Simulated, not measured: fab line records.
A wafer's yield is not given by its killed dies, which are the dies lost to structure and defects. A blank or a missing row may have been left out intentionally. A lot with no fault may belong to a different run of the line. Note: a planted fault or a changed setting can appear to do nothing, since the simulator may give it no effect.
8D (eight disciplines) problem report, filled in by code + flow rit cmos + the parts of the form that need people (team, actions taken, sign-off) are left out

== 1. WHAT IS WRONG ==
Mean of cd nm at RIT_CONTACT_CD_MEAS_08: 1014.3 nm across 5 wafers in 2 lots; on wafers with no fault it is 999.9 nm (standard deviation 2.2). Measured from the usual mean, that is +6.6 standard deviations.
The step: target cd 1000 nm.
First seen on wafer L707.1, day 5 06:04, on cd sem-02. The record holds 38 wafers of 13 lots with a number at this step. Rule for "out", or "out of limits": more than 4 standard deviations from the usual mean. All remaining wafers that have a number are taken as sound.

== 2. WHAT IT IS, WHAT IT ISN'T ==
| question                    | is                     | is not                                                                                             |
|-----------------------------|------------------------|----------------------------------------------------------------------------------------------------|
| which readings at this step | cd nm                  | -                                                                                                  |
| which lots                  | L702, L707             | L697, L698, L699, L700, L706, L711, L712, L714, L715, L719, L720                                   |
| which wafers of those lots  | all that have a number | -                                                                                                  |
| read on which gauges        | cd sem-02              | cd sem-01                                                                                          |
| when                        | from day 5 06:04       | up to then (15 sound wafers); but 18 sound wafers of L711, L712, L714, L715, L719, L720 came after |

== 3. WHAT RULES OUT EACH SUSPECT ==
Counting: a tool at any process step up to the reading remains a suspect when it ran all the lots that are out and ran no sound lot after the first of those.
- ruled out: the gauge at RIT_CONTACT_CD_MEAS_08. All the wafers that are out were read on cd sem-02, but those of them that RIT_CONTACT_DEVELOP_07 has rows for are out there too, on other tools.
- litho track-02 at RIT_CONTACT_DEVELOP_07 (develop time 120 s): kept. It processed each lot that is out, first L707 at day 5 05:00, and no sound lot thereafter; up to then, the last sound lot it processed was L699 at day 3 14:00. On those wafers its own readings are out: developer temp C.
After counting, what remains is litho track-02 at RIT_CONTACT_DEVELOP_07.

== 4. THE CAUSE (what the simulator had put in) ==
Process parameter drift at RIT_CONTACT_DEVELOP_07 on litho track-02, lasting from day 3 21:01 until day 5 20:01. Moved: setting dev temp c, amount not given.
Only this tool survived the counting.

== 5. THE EFFECT CHAIN, in route order ==
Rows list readings where the struck wafers' mean (over those with a number) sits beyond 3 standard deviations from the usual. Only readings whose record carries a usual standard deviation are examined. hours: median over the lots of the time between each lot's start at the first step of this table that gives one and its start at this step. sigmas: the change, counted in usual standard deviations.
| hours | step                   | reading          | usual    | on struck wafers | change | sigmas |
|-------|------------------------|------------------|----------|------------------|--------|--------|
| 0     | RIT_CONTACT_DEVELOP_07 | developer temp C | 22.99 C  | 20.71            | -2.28  | -21    |
| 1     | RIT_CONTACT_CD_MEAS_08 | cd nm            | 999.9 nm | 1014.3           | +14.4  | +6.6   |
The process steps in it:
- RIT_CONTACT_DEVELOP_07: develop time 120 s.

== 6. WHAT WOULD HAVE CAUGHT IT SOONER ==
In this record the first reading out of limits at a measuring or inspecting step was taken at day 5 06:04, 33 hours after the fault began at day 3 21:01.
At RIT_CONTACT_DEVELOP_07, the tool's own readings (developer temp C) were out on each struck wafer the step has a row for, so an alarm limit on them would have fired on the first such wafer.
Among the 2 lots that are out, L702 began RIT_CONTACT_DEVELOP_07 on litho track-02 after day 5 06:04. A hold on the tool at that time would have spared it.
